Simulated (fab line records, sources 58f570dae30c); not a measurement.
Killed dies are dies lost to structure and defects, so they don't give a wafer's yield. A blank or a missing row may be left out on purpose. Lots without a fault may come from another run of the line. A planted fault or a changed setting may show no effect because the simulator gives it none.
Split-lot experiment | flow berkeley_cmos170 | 5 lots, 23 wafers read, on a route of 331 steps

THE SPLIT
At UCB170_NSD_PEB_04, the setting peb_temp_c was moved away from the recipe's 130 C on 8 of the 23 wafers read, by -1.5% to +2.9%. The other wafers ran this setting at the recipe's value.

FROM THE SPLIT TO THE READING: what the file shows between them, 1 step
- UCB170_NSD_DEVELOP_05: develop time 45 s

THE READING
cd_nm, in nm, at UCB170_NSD_CD_MEAS_06 (target cd 1200 nm). Fault-free wafers of this fab line usually give 1199.9 nm, standard deviation 1.3 nm.

wafer  | tool, chamber at the split | peb_temp_c as run, C | against the recipe | cd_nm, nm | against lot-mates on the recipe
L074.1 | litho_track-04, 0          | 130                  | recipe             | 1200.8    | -
L074.5 | litho_track-04, 0          | 130                  | recipe             | 1198.4    | -
L074.6 | litho_track-04, 0          | 130                  | recipe             | 1200.4    | -
L079.1 | litho_track-03, 0          | 128                  | -1.5%              | 1185.7    | -13.1
L079.3 | litho_track-03, 0          | 130                  | recipe             | 1197.5    | -
L079.4 | litho_track-03, 0          | 128                  | -1.5%              | 1185.2    | -13.6
L079.5 | litho_track-03, 0          | 130                  | recipe             | 1200.0    | -
L079.6 | litho_track-03, 0          | 130                  | recipe             | 1199.0    | -
L076.1 | litho_track-01, 0          | 130                  | recipe             | 1199.3    | -
L076.2 | litho_track-01, 0          | 133.8                | +2.9%              | 1222.2    | +22.2
L076.3 | litho_track-01, 0          | 133.8                | +2.9%              | 1222.2    | +22.2
L076.4 | litho_track-01, 0          | 130                  | recipe             | 1200.7    | -
L076.6 | litho_track-01, 0          | 133.8                | +2.9%              | 1222.5    | +22.5
L078.1 | litho_track-01, 0          | 129                  | -0.8%              | 1190.2    | -7.9
L078.2 | litho_track-01, 0          | 129                  | -0.8%              | 1190.7    | -7.4
L078.3 | litho_track-01, 0          | 129                  | -0.8%              | 1190.4    | -7.7
L078.4 | litho_track-01, 0          | 130                  | recipe             | 1197.8    | -
L078.5 | litho_track-01, 0          | 130                  | recipe             | 1198.4    | -
L077.1 | litho_track-04, 0          | 130                  | recipe             | 1202.0    | -
L077.2 | litho_track-04, 0          | 130                  | recipe             | 1200.8    | -
L077.3 | litho_track-04, 0          | 130                  | recipe             | 1200.4    | -
L077.4 | litho_track-04, 0          | 130                  | recipe             | 1200.8    | -
L077.6 | litho_track-04, 0          | 130                  | recipe             | 1198.8    | -

THE FIT
A straight line over all 23 wafers: cd_nm changes by +8.27 nm for each +1% of peb_temp_c; r = +0.99; the points scatter about the line by 1.5 nm.
The same after taking each lot's own level away (the mean of its wafers on the recipe; 23 wafers): +7.96 nm for each +1%; r = +0.99; scatter 1 nm.
On that fit, the largest move of peb_temp_c shifts the reading by 23 nm.
The lots' own levels span 1198.10 to 1200.56 nm, that is 1.9 times the standard deviation above.
So the lot-to-lot level changes the slope little: the two slopes agree.
Check: with one of the wafers moved furthest among these (+2.9%) left out of the fit, the line predicts +23.1 nm for it against its lot-mates. It came out at +22.2 nm against them.

OTHER SPLITS ON THESE WAFERS
These wafers also went through other splits before the reading. Each is held against what the fit with the lots' levels taken away leaves over:
other split on the same wafers   | wafers away from the commonest value | r with cd_nm (lot level and that fit taken away)
UCB170_PVT_STRIP_08 o2_flow_sccm | 10                                   | -0.17
UCB170_GATE_EXPOSE_09 dose_mj    | 6                                    | -0.40
UCB170_GATE_ETCH_15 icp_w        | 5                                    | +0.16
UCB170_NLDD_IMPLANT_08 tilt_deg  | 4                                    | +0.06
UCB170_PSD_PEB_04 peb_temp_c     | 7                                    | +0.13

THE FILE'S OWN FIT
cd_nm changes by +7.98 nm for each +1% of peb_temp_c, r = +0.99.
